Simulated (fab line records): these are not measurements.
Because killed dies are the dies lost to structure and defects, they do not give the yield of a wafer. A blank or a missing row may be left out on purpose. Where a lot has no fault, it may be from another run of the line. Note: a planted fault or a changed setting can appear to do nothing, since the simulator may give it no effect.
fab line records    flow berkeleyCmos170    part 2 of 2: steps 41 to 44 of 44
record: lots: 7  wafers: 21  lastDay: 14
route steps=331 shown GATE@141 PLDD@145 NLDD@158 SPACER@171 PSD@175 M3@331
lots that met no fault: taken from a fault-free run of the same line
startH: hours from the record's first day to the start of the lot's first wafer shown    waitH: hours from the lot's prior step to this one    " same as the row above    L1.1+2: several wafers, shown together as one row    - either no value or no given start    * or withheld: withheld    < > ~ a bound
route shown NAME@n: a module of which the file shows steps, and the number in the route of the first    usual: the fault-free wafers' mean and standard deviation    same: alike in all rows    chamber/n: place in a boat    sites: readings site by site    _std_site: how widely they spread, as a standard deviation    _edge_site: mean of outer sites minus mean of inner sites    radiusMm: how far each site lies from the wafer's centre    mask NAME#n: copy n    behind: the tool/chamber that last shaped the wafer    hold: cause of the lot's hold/its duration in hours/its outcome    device: the transistor (n, p or np) that didn't switch    end of line: the route-end tests of the same wafers    where a step has no rows: the recipe by itself    killed: not the wafer's yield, but the dies lost to structure and defects at the first sort    map: per-die view of a wafer (x killed, . not killed, _ where there is no die)
set.NAME: the setting as run; set.NAME@STEP: as run at that earlier step    model.NAME: the simulator's own value behind a step, which no gauge read
lots seen at some steps along the route; tables by step, rows by wafer
services: when a tool's chamber went out of use (startH, in hours from the record's first day, below 0 if earlier), for how many hours, and the reason
== steps ==
step: UCB170_PSD_CD_MEAS_06
recipe: targetCdNm: 1200
usual: cdNm: 1200.5/1.3
lot.wafer  tool      chamber  startH  waitH  cdNm
L866.2     cdSem-01  -        155.08  -      1197.6
L866.3     "         -        "       "      1199.9
L866.6     "         -        "       "      1197.6
L871.3     cdSem-01  -        190.41  -      1201.0
L871.4     "         -        "       "      1202.7
L871.6     "         -        "       "      1202.6
L872.3     cdSem-02  -        190.54  -      1200.3
L872.4     "         -        "       "      1201.2
L872.6     "         -        "       "      1201.3
L879.4     cdSem-01  -        220.91  -      1201.4
L879.5     "         -        "       "      1202.2
L879.6     "         -        "       "      1202.1
L881.1     cdSem-02  -        242.76  -      1199.1
L881.3     "         -        "       "      1199.2
L881.5     "         -        "       "      1196.9
L887.1     cdSem-02  -        287.75  -      1197.4
L887.2     "         -        "       "      1198.7
L887.4     "         -        "       "      1199.1
L889.2     cdSem-02  -        310.44  -      1200.3
L889.3     "         -        "       "      1200.1
L889.6     "         -        "       "      1200.4
step: UCB170_PSD_OVL_MEAS_07
usual: PSD_OVL: -4/5
lot.wafer  tool        chamber  startH  waitH  PSD_OVL[nm]
L866.2     overlay-02  -        155.19  0.1    -6
L866.3     "           -        "       "      -9
L866.6     "           -        "       "      -3
L871.3     overlay-01  -        190.51  0.1    1
L871.4     "           -        "       "      1
L871.6     "           -        "       "      1
L872.3     overlay-02  -        190.64  0.1    -1
L872.4     "           -        "       "      -1
L872.6     "           -        "       "      -4
L879.4     overlay-01  -        220.99  0.1    -4
L879.5     "           -        "       "      -4
L879.6     "           -        "       "      1
L881.1     overlay-02  -        242.88  0.1    -8
L881.3     "           -        "       "      -6
L881.5     "           -        "       "      -9
L887.1     overlay-01  -        287.87  0.1    6
L887.2     "           -        "       "      10
L887.4     "           -        "       "      8
L889.2     overlay-02  -        310.55  0.1    -1
L889.3     "           -        "       "      1
L889.6     "           -        "       "      0
step: UCB170_SDANNEAL_RS_MEAS_04
recipe: thkMeasGauge: four-point-probe
usual: PLDD_RS: 1031.9/2.6
lot.wafer  tool          chamber  startH  waitH  PLDD_RS[ohm/sq]
L866.2     filmMetro-03  -        159.29  0.1    1031.4
L866.3     "             -        "       "      1029.1
L866.6     "             -        "       "      1028.3
L871.3     filmMetro-04  -        194.16  0.1    1122.0
L871.4     "             -        "       "      1119.1
L871.6     "             -        "       "      1124.3
L872.3     filmMetro-03  -        194.56  0.1    1127.0
L872.4     "             -        "       "      1127.4
L872.6     "             -        "       "      1122.4
L879.4     filmMetro-02  -        225.84  0.1    1118.6
L879.5     "             -        "       "      1122.2
L879.6     "             -        "       "      1122.1
L881.1     filmMetro-02  -        246.40  0.1    1030.4
L881.3     "             -        "       "      1030.2
L881.5     "             -        "       "      1027.6
L887.1     filmMetro-03  -        297.92  0.1    1031.8
L887.2     "             -        "       "      1032.4
L887.4     "             -        "       "      1032.3
L889.2     filmMetro-03  -        316.03  0.1    1029.6
L889.3     "             -        "       "      1028.4
L889.6     "             -        "       "      1032.5
step: UCB170_M3_PROBE_99
lot.wafer  tool       chamber  startH  waitH  model.etest.pldd.lineOhmUm  model.etest.pldd.rsOhmSq  model.etest.pmos_0p35.isubLog10AUm
L866.2     prober-01  -        182.48  0.1    1827                        1099                      -8.262
L866.3     prober-01  -        182.53  0.2    1784                        1102                      -8.196
L866.6     prober-01  -        182.68  0.2    1841                        1118                      -8.229
L871.3     prober-02  -        216.08  0.2    1739                        1056                      -8.087
L871.4     prober-02  -        216.13  0.2    1988                        1227                      -8.266
L871.6     prober-02  -        216.23  0.2    2017                        1239                      -8.394
L872.3     prober-01  -        221.07  0.2    1917                        1179                      -8.297
L872.4     prober-01  -        221.12  0.2    1982                        1247                      -8.336
L872.6     prober-01  -        221.22  0.2    1994                        1221                      -8.27
L879.4     prober-01  -        252.13  0.2    1958                        1213                      -8.379
L879.5     prober-01  -        252.18  0.2    1995                        1213                      -8.216
L879.6     prober-01  -        252.23  0.2    1941                        1225                      -8.318
L881.1     prober-02  -        272.72  0.1    1837                        1101                      -8.232
L881.3     prober-02  -        272.82  0.2    1815                        1108                      -8.23
L881.5     prober-02  -        272.92  0.2    1796                        1125                      -8.248
L887.1     prober-02  -        322.12  0.1    1735                        1056                      -8.167
L887.2     prober-02  -        322.17  0.1    1834                        1102                      -8.19
L887.4     prober-02  -        322.27  0.2    1832                        1122                      -8.291
L889.2     prober-02  -        338.99  0.1    1763                        1098                      -8.192
L889.3     prober-02  -        339.04  0.2    1772                        1096                      -8.192
L889.6     prober-02  -        339.19  0.2    1748                        1092                      -8.198
killed by level:class
L866.2 START:geometricParticle:short=1 PWELL:geometricParticle:short=1 GATE:geometricParticle:short=1
L866.3 FIELD:geometricParticle:open=1
L866.6 GATE:geometricParticle:short=2 SCREENOX:geometricParticle:short=1 SILICIDE:geometricParticle:open=1 SILICIDE:geometricParticle:short=1
L871.3 SPACER:geometricParticle:open=1 SILICIDE:geometricParticle:open=1 V1:geometricParticle:open=1
L871.4 SPACER:geometricParticle:short=1 SILICIDE:geometricParticle:short=1 SILICIDE:geometricParticle:open=1
L871.6 ACTIVE:areaEtch=3 GATE:geometricParticle:short=2 START:geometricParticle:open=1 START:geometricParticle:short=1
L872.3 M3:geometricParticle:short=1
L872.4 GATE:geometricParticle:open=3 FIELD:geometricParticle:open=1 SACOX:geometricParticle:short=1
L872.6 SPACER:geometricParticle:open=1 V1:geometricParticle:short=1 M2:geometricParticle:short=1
L881.1 GATE:geometricParticle:open=2 SPACER:geometricParticle:open=1 SILICIDE:geometricParticle:short=1 V2:geometricParticle:short=1
L881.3 START:geometricParticle:open=1 GATE:geometricParticle:short=1 SILICIDE:geometricParticle:short=1 ACTIVE:areaEtch=1
L881.5 SACOX:geometricParticle:short=1 SCREENOX:geometricParticle:open=1 SPACER:geometricParticle:open=1
L887.1 GATE:geometricParticle:open=1 SILICIDE:geometricParticle:short=1 M1:geometricParticle:short=1 V1:geometricParticle:open=1
L887.2 SACOX:geometricParticle:short=1 SILICIDE:geometricParticle:short=1 V1:geometricParticle:open=1
L887.4 GATE:geometricParticle:short=1 SILICIDE:geometricParticle:short=1 CONTACT:geometricParticle:short=1 V1:geometricParticle:short=1
L889.2 GATE:geometricParticle:short=1 SPACER:geometricParticle:short=1
L889.3 WELLDRIVE:geometricParticle:short=1 SILICIDE:geometricParticle:short=1
L889.6 SCREENOX:geometricParticle:open=1 GATE:geometricParticle:open=1 SILICIDE:geometricParticle:open=1 SILICIDE:geometricParticle:short=1
== services ==
tool            chamber  startH  hours  kind
plasmaAsher-02  -        120.66  14.6   pm
rieDiel-01      1        121.26  44.2   repair
pecvd-02        -        127.20  2.8    repair
pecvd-04        -        129.05  6.0    pm
rieSi-02        2        133.96  3.9    repair
rieDiel-03      2        135.03  4.1    repair
pecvd-02        -        135.50  14.0   pm
pecvd-04        1        137.78  19.6   repair
rieDiel-04      1        143.07  13.3   repair
rieSi-02        2        164.50  7.7    repair
pecvd-02        2        170.16  19.6   repair
rieDiel-01      -        189.25  14.6   pm
implanter-04    -        202.12  4.1    repair
pecvd-01        -        204.21  2.1    repair
pecvd-02        1        205.95  7.5    repair
rieSi-01        3        207.54  9.1    repair
implanter-02    -        212.20  3.1    pm
rieSi-01        0        215.35  3.6    repair
rieSi-02        -        232.69  0.5    repair
pecvd-02        -        239.85  0.3    repair
plasmaAsher-01  -        263.73  15.1   repair
implanter-02    -        276.73  0.9    repair
plasmaAsher-01  -        276.76  28.4   repair
plasmaAsher-01  -        305.20  31.5   pm
== key ==
firstSign: step: UCB170_PLDD_IMPLANT_08  reading: faradayCurrentUA  direction: up  sigmas: 7.9  usual: 155  struck: 197
effect: step: UCB170_PLDD_IMPLANT_08  reading: beamOnS  direction: down  sigmas: 6  usual: 10.2  struck: 8.1
effect: step: UCB170_PLDD_TW_MEAS_11  reading: PLDD_TW  direction: down  sigmas: 2.8  usual: 1005  struck: 971
effect: step: UCB170_SDANNEAL_RS_MEAS_04  reading: PLDD_RS  direction: up  sigmas: 36  usual: 1031.9  struck: 1122.8
modelEffect: step: UCB170_M3_PROBE_99  value: etest.pldd.lineOhmUm  without: 1786  struck: 1948
metAt UCB170_PLDD_IMPLANT_08
struckWafers L871.3,L871.4,L871.6,L872.3,L872.4,L872.6,L879.4,L879.5,L879.6
sortLeftOut L879.4,L879.5,L879.6
testerLeftOut L871,L872,L879
onsetBetween 143.52 181.15
fault: kind: processParameterDrift  tool: implanter-04  chamber: -  onsetH: 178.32  steps: UCB170_PLDD_IMPLANT_08  channel: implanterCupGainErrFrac  offset: 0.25  shape: step  endH: 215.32
testerLeftOut: of these lots the tester's yield and bins aren't shown, on N5 and GAA mostly nor the transistor test; their killed dies are dies lost to structure and defects alone, not to doping, threshold or leakage, so they don't give the yield
sortLeftOut: the simulated sort isn't trusted on such a fault, so these wafers' sort isn't shown, and their yield isn't known
